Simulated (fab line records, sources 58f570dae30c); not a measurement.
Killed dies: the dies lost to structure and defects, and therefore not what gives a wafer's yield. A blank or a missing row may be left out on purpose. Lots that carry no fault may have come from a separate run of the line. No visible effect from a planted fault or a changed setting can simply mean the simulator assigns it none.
Problem report, 8D (eight disciplines) form, completed by code + flow berkeleyCmos170 + the parts of the form that need people (team, actions taken, sign-off) are left out

## 1. THE PROBLEM
Wafers free of any fault read 705 nm (standard deviation 5.9) for CONTACT_PSG_THK at UCB170_CONTACT_THK_MEAS_02, against a mean of 611 nm on 12 wafers of 4 lots. Measured from the usual mean, that is -16 standard deviations.
First seen on wafer L607.1, day 9 19:55, on filmMetro-03. The record has a number at this step for 42 wafers belonging to 14 lots. By rule, "out" or "out of limits" means more than 4 standard deviations away from the usual mean. The rest of the wafers with a number are treated as sound.

## 2. WHAT IT IS; WHAT IT IS NOT
| question                    | is                                       | is not                                                              |
|-----------------------------|------------------------------------------|---------------------------------------------------------------------|
| which readings at this step | CONTACT_PSG_THK                          | -                                                                   |
| which lots                  | L607, L610, L612, L613                   | L597, L598, L599, L600, L601, L602, L603, L604, L605, L614          |
| which wafers of those lots  | all that have a number                   | -                                                                   |
| read on which gauges        | filmMetro-02, filmMetro-03, filmMetro-04 | -                                                                   |
| when                        | from day 9 19:55                         | up to then (27 sound wafers); but 3 sound wafers of L614 came after |

## 3. THE SUSPECTS, EACH WITH WHAT RULES IT OUT
Counting: a tool stays on the suspect list if, at a process step up to the reading, it processed all lots that are out and no sound lot following the first of them.
- the gauge at UCB170_CONTACT_THK_MEAS_02 is ruled out. Those wafers that are out were read across 3 gauges (filmMetro-02, filmMetro-03, filmMetro-04).
- lpcvd-01 at UCB170_CONTACT_CVD_01 (deposits PSG from SiH4/O2/PH3, target thk 700 nm, time 2820 s): kept. It processed each lot that is out, first L607 at day 9 17:15, and no sound lot thereafter; up to then, the last sound lot it processed was L600 at day 9 00:07.
Remaining after the count: lpcvd-01 at UCB170_CONTACT_CVD_01.

## 4. THE CAUSE (what the simulator had put in)
Site profile drift: lpcvd-01, from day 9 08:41 on, at UCB170_CONTACT_CVD_01. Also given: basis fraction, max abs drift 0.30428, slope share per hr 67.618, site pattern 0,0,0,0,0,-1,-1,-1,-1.
Counting left only this tool.

## 5. THE EFFECT CHAIN, in route order
One row per reading whose mean, taken over the struck wafers that have a number, lies over 3 standard deviations from the usual. Scope: only readings with a usual standard deviation given in the record; hours: median across lots of the time from each lot's start at the first step in this table that gives one to its start at this step; sigmas: change in usual standard deviations.
| hours | step                       | reading         | usual      | on struck wafers | change | sigmas |
|-------|----------------------------|-----------------|------------|------------------|--------|--------|
| 0     | UCB170_CONTACT_THK_MEAS_02 | CONTACT_PSG_THK | 705 nm     | 611              | -94    | -16    |
| -     | UCB170_CONTACT_ETCH_18     | oesProductAu    | 0.901 a.u. | 0.829            | -0.072 | -5.1   |
The process steps in it:
- UCB170_CONTACT_ETCH_18: etches PSG in CHF3/CF4/Ar, stops on TiSi2, target depth 840 nm, time 195 s.

## 6. HOW IT WOULD HAVE BEEN CAUGHT EARLIER
In this record the first reading out of limits at a measuring or inspecting step was taken at day 9 19:55, 11 hours after the fault began at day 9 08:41.
No tool reading at UCB170_CONTACT_CVD_01 that has a usual standard deviation in the record was out on any struck wafer, so an alarm limit of 4 standard deviations on those readings would not have fired.
Of the lots that are out (4), L610, L612, L613 began UCB170_CONTACT_CVD_01 on lpcvd-01 after day 9 19:55. A hold on the tool at that time would have spared those 3.
